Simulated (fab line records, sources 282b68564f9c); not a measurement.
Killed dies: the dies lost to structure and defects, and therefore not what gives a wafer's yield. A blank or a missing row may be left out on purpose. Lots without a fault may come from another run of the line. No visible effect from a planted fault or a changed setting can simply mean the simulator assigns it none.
Lot-split experiment -- flow rit cmos -- 23 wafers read across 5 lots, on a route 202 steps long

SPLIT DETAILS
At RIT_SDANNEAL_CLEAN_02 (cleans in SC2, time 600 s), the setting time s was moved away from the recipe's 600 s on 10 of the 23 wafers read, by -12.5% to +15.0%. All remaining wafers had this setting at the recipe value.

Reading taken at the split's own step.

THE READING
poly-Si_of_GATE_CVD_08.thk nm (the simulator's own value, which no gauge read), in nm, at RIT_SDANNEAL_CLEAN_02 (cleans in SC2, time 600 s). The file does not state a usual value for it. Across the 13 wafers here that went through the recipe, the average is 155.3 nm and the standard deviation 6.6 nm.

wafer,"tool, chamber at the split","time s as run, s",against the recipe,"poly-Si_of_GATE_CVD_08.thk nm, nm",against lot-mates on the recipe
L077.2,"wet bench-01, 3",600,recipe,160.5,-
L077.3,"wet bench-01, 3",600,recipe,164.9,-
L077.5,"wet bench-01, 3",600,recipe,164.3,-
L078.1,"-, -",689.8,+15.0%,177.9,no lot-mate on the recipe
L078.3,"-, -",689.8,+15.0%,175.4,no lot-mate on the recipe
L078.4,"-, -",689.8,+15.0%,174.8,no lot-mate on the recipe
L078.5,"-, -",689.8,+15.0%,178.3,no lot-mate on the recipe
L078.6,"-, -",689.8,+15.0%,175.8,no lot-mate on the recipe
L082.1,"-, -",600,recipe,159.9,-
L082.2,"-, -",600,recipe,159.8,-
L082.3,"-, -",600,recipe,154.2,-
L082.4,"-, -",600,recipe,159.3,-
L082.6,"-, -",600,recipe,158.5,-
L083.2,"-, -",525,-12.5%,144.9,no lot-mate on the recipe
L083.3,"-, -",525,-12.5%,140.8,no lot-mate on the recipe
L083.4,"-, -",525,-12.5%,141.7,no lot-mate on the recipe
L083.5,"-, -",525,-12.5%,143.7,no lot-mate on the recipe
L083.6,"-, -",525,-12.5%,146.4,no lot-mate on the recipe
L085.1,"-, -",600,recipe,148.3,-
L085.2,"-, -",600,recipe,147.8,-
L085.4,"-, -",600,recipe,148.8,-
L085.5,"-, -",600,recipe,146.3,-
L085.6,"-, -",600,recipe,146.7,-

THE FIT
A straight line over all 23 wafers: poly-Si_of_GATE_CVD_08.thk nm changes by +1.21 nm for each +1% of time s; r = +0.90; the points scatter about the line by 5.6 nm.
Too few moved wafers with a lot-mate on the recipe to fit a line net of each lot's own level.

THE FILE'S OWN FIT
poly-Si_of_GATE_CVD_08.thk nm changes by +1.21 nm for each +1% of time s, r = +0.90.
